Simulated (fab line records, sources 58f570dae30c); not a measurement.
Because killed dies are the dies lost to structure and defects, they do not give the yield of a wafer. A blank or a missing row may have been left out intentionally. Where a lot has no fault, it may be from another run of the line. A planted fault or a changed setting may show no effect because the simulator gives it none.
The tool behind it: which one? || flow berkeley_cmos170 || 21 wafers from 7 lots sampled at 3 of the route's 331 steps

## WHAT THE GAUGES READ, wafer by wafer
UCB170_M1_RS_MEAS_01: measurement is done with a four-point probe.
{"lot": "L998", "measured": "day 7 16:52", "on": "film_metro-02", "M1_AL_RS (ohm/sq)": "0.0488 0.0478 0.0481"}
{"lot": "L102", "measured": "day 8 16:13", "on": "film_metro-03", "M1_AL_RS (ohm/sq)": "0.0478 0.0490 0.0478"}
{"lot": "L106", "measured": "day 9 13:22", "on": "film_metro-02", "M1_AL_RS (ohm/sq)": "0.0477 0.0480 0.0476"}
{"lot": "L108", "measured": "day 9 16:00", "on": "film_metro-02", "M1_AL_RS (ohm/sq)": "0.0490 0.0486 0.0490"}
{"lot": "L111", "measured": "day 10 04:59", "on": "film_metro-01", "M1_AL_RS (ohm/sq)": "0.0481 0.0480 0.0482"}
{"lot": "L114", "measured": "day 10 09:19", "on": "film_metro-02", "M1_AL_RS (ohm/sq)": "0.0694 0.0692 0.0687"}
{"lot": "L118", "measured": "day 11 03:34", "on": "film_metro-02", "M1_AL_RS (ohm/sq)": "0.0483 0.0489 0.0482"}

## WHAT TOOL EACH LOT RAN ON (gives the tool, then ch and the chambers of the sampled wafers, and finally the start)
{"lot": "L998", "UCB170_SDANNEAL_RTA_01": "rtp_anneal-01 ch 0, day 7 07:58", "UCB170_M1_SPUTTER_00": "pvd_sputter-01, day 7 16:47"}
{"lot": "L102", "UCB170_SDANNEAL_RTA_01": "rtp_anneal-02 ch 0, day 8 08:32", "UCB170_M1_SPUTTER_00": "pvd_sputter-01, day 8 16:10"}
{"lot": "L106", "UCB170_SDANNEAL_RTA_01": "rtp_anneal-01 ch 0, day 9 07:24", "UCB170_M1_SPUTTER_00": "pvd_sputter-03, day 9 13:18"}
{"lot": "L108", "UCB170_SDANNEAL_RTA_01": "rtp_anneal-01 ch 0, day 9 07:51", "UCB170_M1_SPUTTER_00": "pvd_sputter-03, day 9 15:56"}
{"lot": "L111", "UCB170_SDANNEAL_RTA_01": "rtp_anneal-02 ch 0, day 9 22:04", "UCB170_M1_SPUTTER_00": "pvd_sputter-01, day 10 04:56"}
{"lot": "L114", "UCB170_SDANNEAL_RTA_01": "rtp_anneal-01 ch 0, day 9 22:52", "UCB170_M1_SPUTTER_00": "pvd_sputter-03, day 10 09:14"}
{"lot": "L118", "UCB170_SDANNEAL_RTA_01": "rtp_anneal-01 ch 0, day 10 20:56", "UCB170_M1_SPUTTER_00": "pvd_sputter-01, day 11 03:30"}
- UCB170_SDANNEAL_RTA_01: time 5 s.
- UCB170_M1_SPUTTER_00: material Al, target thk 600 nm, time 80 s.

## THE ANSWER, worked out from the rows above alone
Rule: what is usual is taken from the lots themselves. The widest of any qualifying gaps counts: lots, ordered by their means at a reading, are off when they make up no more than a third of the lots, leave a main group of 4 or more, and stand apart from it by 3 or more times the standard deviation of that group's means. The tables above print the reading to a certain number of digits; a main group whose means all agree to those digits is not used. Also off: a lot with no number at a reading for which 4 or more lots have one. Where the step has rows for the other lots, those lots are counted as sound.
Off: at UCB170_M1_RS_MEAS_01 (M1_AL_RS), L114. Mean 0.0483 ohm/sq and standard deviation 0.00034 in the main group.
A tool fits if, at a process step before that reading, it ran every lot that is off, and no sound lot after the first of them. Those tools and the gauges at UCB170_M1_RS_MEAS_01 are tried in the same way. One fits: UCB170_M1_SPUTTER_00 on pvd_sputter-03. A fault onset in the window from L108 (day 9 15:56, its last sound lot) to L114 (day 10 09:14, its first lot off) fits.

## WHAT WAS PUT IN BY THE SIMULATOR
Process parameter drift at UCB170_M1_SPUTTER_00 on pvd_sputter-03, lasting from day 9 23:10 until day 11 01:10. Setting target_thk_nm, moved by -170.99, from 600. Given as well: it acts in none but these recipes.
Struck lots among those shown: L114. The same result came from the rule above.
